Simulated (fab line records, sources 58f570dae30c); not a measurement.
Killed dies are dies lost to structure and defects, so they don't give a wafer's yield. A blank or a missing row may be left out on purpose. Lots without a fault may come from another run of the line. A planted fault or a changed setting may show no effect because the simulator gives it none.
Which tool did it? | flow berkeley_cmos170 | 15 lots, 45 wafers sampled, at 4 steps of a route of 331

WHAT THE GAUGES READ, wafer by wafer
UCB170_PVT_OVL_MEAS_06.
lot  | measured     | on         | PVT_OVL (nm)
L428 | day 6 08:38  | overlay-02 | -4 0 1
L429 | day 6 14:47  | overlay-02 | 2 -5 -5
L430 | day 6 17:20  | overlay-01 | 2 -3 2
L431 | day 7 11:09  | overlay-01 | 4 14 5
L433 | day 7 11:56  | overlay-01 | -5 5 -3
L435 | day 8 05:29  | overlay-02 | -6 2 -1
L437 | day 8 06:52  | overlay-02 | 5 -1 8
L439 | day 8 15:11  | overlay-02 | 2 6 4
L441 | day 9 12:32  | overlay-02 | 5 2 6
L443 | day 9 12:49  | overlay-01 | -2 2 0
L442 | day 9 13:07  | overlay-02 | 8 5 3
L450 | day 11 06:03 | overlay-02 | 5 -3 4
L451 | day 11 06:18 | overlay-02 | 5 4 7
L448 | day 11 06:25 | overlay-01 | -12 -3 -3
L449 | day 11 06:41 | overlay-02 | -7 -10 -11

UCB170_SPACER_THK_MEAS_01.
lot  | measured     | on            | SPACER_TEOS_THK (nm)
L428 | day 7 00:41  | film_metro-02 | 375 380 374
L429 | day 7 14:45  | film_metro-03 | 374 378 379
L430 | day 7 17:26  | film_metro-04 | 372 380 376
L431 | day 8 07:11  | film_metro-03 | 367 379 382
L433 | day 8 07:11  | film_metro-02 | 382 386 382
L435 | day 9 04:39  | film_metro-04 | 382 370 384
L437 | day 9 04:22  | film_metro-04 | 361 371 375
L439 | day 9 10:51  | film_metro-03 | 370 377 381
L441 | day 10 11:45 | film_metro-04 | 373 379 372
L443 | day 10 12:13 | film_metro-03 | 383 374 376
L442 | day 10 11:56 | film_metro-04 | 376 376 380
L450 | day 12 02:35 | film_metro-04 | 372 369 379
L451 | day 12 03:26 | film_metro-04 | 373 367 375
L448 | day 12 03:44 | film_metro-04 | 374 373 381
L449 | day 12 03:04 | film_metro-04 | 371 380 376

UCB170_CONTACT_OVL_MEAS_16.
lot  | measured     | on         | CONTACT_OVL (nm)
L428 | day 7 19:35  | overlay-02 | 3 2 -3
L429 | day 8 08:48  | overlay-02 | 2 6 3
L430 | day 8 08:41  | overlay-02 | 2 1 -4
L431 | day 9 01:50  | overlay-02 | 6 8 7
L433 | day 9 00:20  | overlay-02 | 0 1 0
L435 | day 10 03:49 | overlay-02 | 6 3 4
L437 | day 10 03:10 | overlay-01 | 0 3 -2
L439 | day 10 03:44 | overlay-01 | 6 12 6
L441 | day 11 06:10 | overlay-01 | 6 13 11
L443 | day 11 05:26 | overlay-01 | -18 -3 -9
L442 | day 11 07:05 | overlay-01 | 11 14 6
L450 | day 12 18:23 | overlay-01 | -4 6 -3
L451 | day 12 18:32 | overlay-02 | 0 -2 5
L448 | day 12 20:18 | overlay-01 | 9 1 3
L449 | day 12 20:17 | overlay-02 | 5 6 4

WHICH TOOL RAN EACH LOT (tool, then ch and the chambers of the sampled wafers, then the start)
lot  | UCB170_BACKSIDE_CLEAN_04
L428 | wet_bench-02 ch 2, day 7 12:25
L429 | wet_bench-02 ch 0, day 8 02:11
L430 | wet_bench-02 ch 1, day 8 02:41
L431 | wet_bench-03 ch 3, day 8 19:19
L433 | wet_bench-04 ch 0, day 8 18:49
L435 | wet_bench-02 ch 1, day 9 20:20
L437 | wet_bench-04 ch 0, day 9 19:28
L439 | wet_bench-02 ch 0, day 9 20:20
L441 | wet_bench-02 ch 1, day 11 00:00
L443 | wet_bench-04 ch 1, day 11 00:04
L442 | wet_bench-02 ch 3, day 11 00:23
L450 | wet_bench-03 ch 0, day 12 13:15
L451 | wet_bench-03 ch 3, day 12 13:27
L448 | wet_bench-04 ch 1, day 12 14:28
L449 | wet_bench-04 ch 3, day 12 13:57
- UCB170_BACKSIDE_CLEAN_04: cleans in SPM, time 600 s.

WHAT THE TOOLS THEMSELVES READ (means of the sampled wafers that have a number; where no wafer has one, the mark that the record gives instead)
UCB170_BACKSIDE_CLEAN_04.
lot  | tool         | bath_guard_temp_C (C) | bath_heat_duty_pct (%)
L428 | wet_bench-02 | 120.3                 | 12.2
L429 | wet_bench-02 | 120.0                 | 13.9
L430 | wet_bench-02 | 119.9                 | 13.6
L431 | wet_bench-03 | 119.5                 | 13.3
L433 | wet_bench-04 | 120.9                 | 12.9
L435 | wet_bench-02 | 119.8                 | 12.7
L437 | wet_bench-04 | 120.7                 | 12.5
L439 | wet_bench-02 | 119.7                 | 14.1
L441 | wet_bench-02 | -                     | -
L443 | wet_bench-04 | -                     | -
L442 | wet_bench-02 | -                     | -
L450 | wet_bench-03 | 120.9                 | 13.9
L451 | wet_bench-03 | 119.7                 | 12.5
L448 | wet_bench-04 | 120.5                 | 13.6
L449 | wet_bench-04 | 120.1                 | 13.5

THE ANSWER, worked out from the rows above alone
Rule: what is usual is taken from the lots themselves. Put in order of their means at a reading, lots are off if they are a third of the lots or fewer, leave a main group of 4 or more, and stand apart from it by a gap of 3 or more times the standard deviation of the main group's means; of several such gaps the widest counts. A main group whose means are all the same, to the digits that the tables above print for the reading, isn't used. A lot without any number at a reading at which 4 lots or more have one is off too. The other lots that the step has rows for count as sound. The gauges are gone through in route order, then the tools' own readings, and for those a lot's mean is taken as printed above. The first step at which some lot is off is used, and at that step the reading that is off furthest; a lot without a number counts as furthest.
Off: L441, L443, L442, at UCB170_BACKSIDE_CLEAN_04 (bath_guard_temp_C). Without a number there: L441, L443, L442. The main group: mean 120.2 C, standard deviation 0.47.
A tool fits if, at that step or a process step before it, it ran every lot that is off, and no sound lot after the first of them. None of those tried fits.

WHAT THE SIMULATOR HAD PUT IN
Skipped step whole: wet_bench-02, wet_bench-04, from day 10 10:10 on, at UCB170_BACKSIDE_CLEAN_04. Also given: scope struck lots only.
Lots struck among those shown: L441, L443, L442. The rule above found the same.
